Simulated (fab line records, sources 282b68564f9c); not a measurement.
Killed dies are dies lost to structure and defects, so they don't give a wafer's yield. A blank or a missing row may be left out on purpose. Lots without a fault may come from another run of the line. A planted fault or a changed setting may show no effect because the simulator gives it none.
One fault seen from 2 desks | flow rit_cmos | each desk has only its own numbers; what lay behind them comes last

THE METROLOGY DESK
What the gauges read, lot by lot, whatever tool the lot ran on: means of the sampled wafers that have a number. A lot is out of limits, marked OUT, if its mean lies more than 4 standard deviations from the usual mean; the brackets give that distance.
Columns: A = NWELL_RS at RIT_WELLDRIVE_RS_MEAS_01, usual 275.3 ohm/sq; B = PWELL_RS at RIT_WELLDRIVE_RS_MEAS_02, usual 429.5 ohm/sq
lot  | first seen here | A               | B
L254 | day 2 04:24     | 275.7           | 430.3
L255 | day 2 08:56     | 275.2           | 430.1
L256 | day 2 14:58     | 275.1           | 428.3
L257 | day 2 19:32     | 274.2           | 430.0
L259 | day 3 09:08     | 274.8           | 427.6
L261 | day 3 14:48     | 274.8           | 428.1
L262 | day 3 20:53     | 275.1           | 429.1
L263 | day 4 00:44     | 274.9           | 428.9
L264 | day 4 06:05     | 286.5 (+14) OUT | 442.4 (+11) OUT
L265 | day 4 12:25     | 287.3 (+15) OUT | 441.0 (+9.6) OUT
L268 | day 5 02:22     | 285.7 (+13) OUT | 440.5 (+9.1) OUT
L274 | day 6 09:46     | 275.0           | 428.2
L275 | day 6 13:59     | 276.4           | 429.8
L276 | day 6 19:02     | 275.4           | 429.3
L277 | day 7 01:34     | 275.9           | 428.9
This desk's finding: out of limits on L264, L265, L268; first on L264, day 4 06:05 (NWELL_RS at RIT_WELLDRIVE_RS_MEAS_01). In limits: L254, L255, L256, L257, L259, L261, L262, L263, L274, L275, L276, L277.

THE TOOL OWNER'S DESK: furnace-01
The tool's own readings at RIT_WELLDRIVE_ANNEAL_00 (time 14700 s): means of the sampled wafers that have a number, for each lot that ran on this tool. A lot is out of limits, marked OUT, if its mean lies more than 4 standard deviations from the usual mean; the brackets give that distance.
Columns: A = run_length_s at RIT_WELLDRIVE_ANNEAL_00, usual 18265 s; B = spike_tc_load_C at RIT_WELLDRIVE_ANNEAL_00, usual 1129.2 C
lot  | first seen here | A                       | B
L255 | day 2 03:50     | 18262                   | 1132.8
L262 | day 3 15:48     | 18261                   | 1132.0
L264 | day 4 01:00     | 15326 (-99 or more) OUT | 1132.9
L265 | day 4 07:19     | 15334 (-99 or more) OUT | 1132.8
L268 | day 4 21:17     | 15326 (-99 or more) OUT | 1131.1
This desk's finding: out of limits on L264, L265, L268; first on L264, day 4 01:00 (run_length_s at RIT_WELLDRIVE_ANNEAL_00). In limits: L255, L262.

PUT TOGETHER
The tool owner's desk could have raised an alarm at day 4 01:00, on L264, L265, L268.
The metrology desk could have raised an alarm at day 4 06:05, on L264, L265, L268.
Of the lots named, all ran RIT_WELLDRIVE_ANNEAL_00 on furnace-01.

WHAT THE SIMULATOR HAD PUT IN
Process parameter drift: furnace-01, from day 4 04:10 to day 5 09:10, at RIT_WELLDRIVE_ANNEAL_00. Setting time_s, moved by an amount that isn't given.
Lots struck among those shown: L264, L265, L268.
